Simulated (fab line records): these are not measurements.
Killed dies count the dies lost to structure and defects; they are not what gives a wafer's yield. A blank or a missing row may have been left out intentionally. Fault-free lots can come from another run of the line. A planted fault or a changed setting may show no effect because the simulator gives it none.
Which tool is to blame? ; flow berkeley cmos170 ; 7 lots, 21 wafers sampled, at 2 steps of a route of 331

## WHAT THE GAUGES READ, wafer by wafer
UCB170_NWELL_TW_MEAS_16.
lot;measured;on;NWELL_TW
L431;day 2 12:55;film metro-01;1243 1255 1250
L434;day 3 02:54;film metro-01;1257 1251 1250
L435;day 3 09:26;film metro-01;1245 1249 1256
L437;day 4 01:16;film metro-04;1248 1251 1245
L448;day 6 02:34;film metro-04;2109 2101 2100
L450;day 6 18:29;film metro-03;1258 1256 1254
L452;day 7 08:09;film metro-04;1259 1255 1261

## WHICH TOOL RAN EACH LOT (tool, then ch and the chambers of the sampled wafers, then the start)
lot;UCB170_NWELL_IMPLANT_14
L431;implanter-04 ch 0, day 2 12:40
L434;implanter-04 ch 0, day 3 02:41
L435;implanter-01 ch 0, day 3 09:13
L437;implanter-02 ch 0, day 4 01:02
L448;implanter-04 ch 0, day 6 02:20
L450;implanter-02 ch 0, day 6 18:15
L452;implanter-02 ch 0, day 7 07:56
- UCB170_NWELL_IMPLANT_14

## THE ANSWER, worked out from the rows above alone
Rule: the lots themselves supply what counts as usual. Put in order of their means at a reading, lots are off if they are a third of the lots or fewer, leave a main group of 4 or more, and stand apart from it by a gap of 3 or more times the standard deviation of the main group's means; of several such gaps the widest counts. The tables above print the reading to a certain number of digits; a main group whose means all agree to those digits is not used. Also off: a lot with no number at a reading for which 4 or more lots have one. All remaining lots with rows at the step are treated as sound.
Off: L448, at UCB170_NWELL_TW_MEAS_16 (NWELL_TW). The main group: mean 1252, standard deviation 3.7.
A tool fits if, at a process step before that reading, it ran every lot that is off, and no sound lot after the first of them. Those tools and the gauges at UCB170_NWELL_TW_MEAS_16 are tried in the same way. One fits: implanter-04 at UCB170_NWELL_IMPLANT_14. Its last sound lot is L434 (day 3 02:41), its first lot that is off L448 (day 6 02:20): a fault that began between those two fits.

## WHAT THE SIMULATOR HAD INSERTED
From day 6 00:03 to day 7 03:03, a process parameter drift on implanter-04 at UCB170_NWELL_IMPLANT_14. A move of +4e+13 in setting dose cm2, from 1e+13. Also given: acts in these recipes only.
Shown lots that were struck: L448. Same finding as the rule above.
